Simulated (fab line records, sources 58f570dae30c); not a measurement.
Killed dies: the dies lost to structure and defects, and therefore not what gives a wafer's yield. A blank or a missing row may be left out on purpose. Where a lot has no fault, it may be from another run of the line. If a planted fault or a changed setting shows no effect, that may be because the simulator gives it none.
Lot-split experiment ; flow berkeley-cmos170 ; 23 wafers read from 5 lots, route of 331 steps

## ON THE SPLIT
At UCB170_SCREENOX_OXIDATION_01 (target thk 14.4 nm, ox time 2400 s), the setting temp-c was moved away from the recipe's 900 C on 15 of the 23 wafers read, by -2.9% to +2.9%. All remaining wafers had this setting at the recipe value.

The file shows no step between the split and the reading.

## THE READING
SCREENOX_OXIDE_THK, in nm, at UCB170_SCREENOX_THK_MEAS_02. Fault-free wafers of this fab line usually give 14.3 nm, standard deviation 0.31 nm.

wafer;tool, chamber at the split;temp-c as run, C;against the recipe;SCREENOX_OXIDE_THK, nm;against lot-mates on the recipe
L075.1;-, -;874;-2.9%;11.2;no lot-mate on the recipe
L075.2;-, -;874;-2.9%;10.9;no lot-mate on the recipe
L075.3;-, -;874;-2.9%;11.2;no lot-mate on the recipe
L075.4;-, -;874;-2.9%;11.1;no lot-mate on the recipe
L075.5;-, -;874;-2.9%;11.1;no lot-mate on the recipe
L076.1;-, -;923;+2.6%;18.1;no lot-mate on the recipe
L076.2;-, -;923;+2.6%;18.3;no lot-mate on the recipe
L076.3;-, -;923;+2.6%;18.1;no lot-mate on the recipe
L076.4;-, -;923;+2.6%;18.4;no lot-mate on the recipe
L076.6;-, -;923;+2.6%;18.2;no lot-mate on the recipe
L079.1;-, -;926.5;+2.9%;19.0;no lot-mate on the recipe
L079.2;-, -;926.5;+2.9%;19.2;no lot-mate on the recipe
L079.4;-, -;926.5;+2.9%;19.2;no lot-mate on the recipe
L079.5;-, -;926.5;+2.9%;18.8;no lot-mate on the recipe
L079.6;-, -;926.5;+2.9%;19.0;no lot-mate on the recipe
L078.2;furnace-04, 0;900;recipe;14.4;-
L078.4;furnace-04, 0;900;recipe;14.3;-
L078.5;furnace-04, 0;900;recipe;14.4;-
L082.1;-, -;900;recipe;14.3;-
L082.2;-, -;900;recipe;14.4;-
L082.3;-, -;900;recipe;14.3;-
L082.4;-, -;900;recipe;14.3;-
L082.6;-, -;900;recipe;14.2;-

THE FIT
A straight line over all 23 wafers: SCREENOX_OXIDE_THK changes by +1.36 nm for each +1% of temp-c; r = +0.99; the points scatter about the line by 0.34 nm.
Too few moved wafers have a lot-mate on the recipe to fit a line with each lot's own level taken away.

## THE WHOLE CHAIN: every reading that the file lists as answering this split, in the file's order
step;what it does;reading;change (the file's fit);r (the file's)
UCB170_SCREENOX_OXIDATION_01;target thk 14.4 nm, ox time 2400 s;SiO2_of_SCREENOX_OXIDATION_01.thk-nm (the simulator's own value, which no gauge read);+1.36 nm for each +1% of the setting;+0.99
UCB170_SCREENOX_THK_MEAS_02;;SCREENOX_OXIDE_THK;+1.36 for each +1% of the setting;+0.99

## THE FILE'S OWN FIT
SCREENOX_OXIDE_THK changes by +1.36 nm for each +1% of temp-c, r = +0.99.
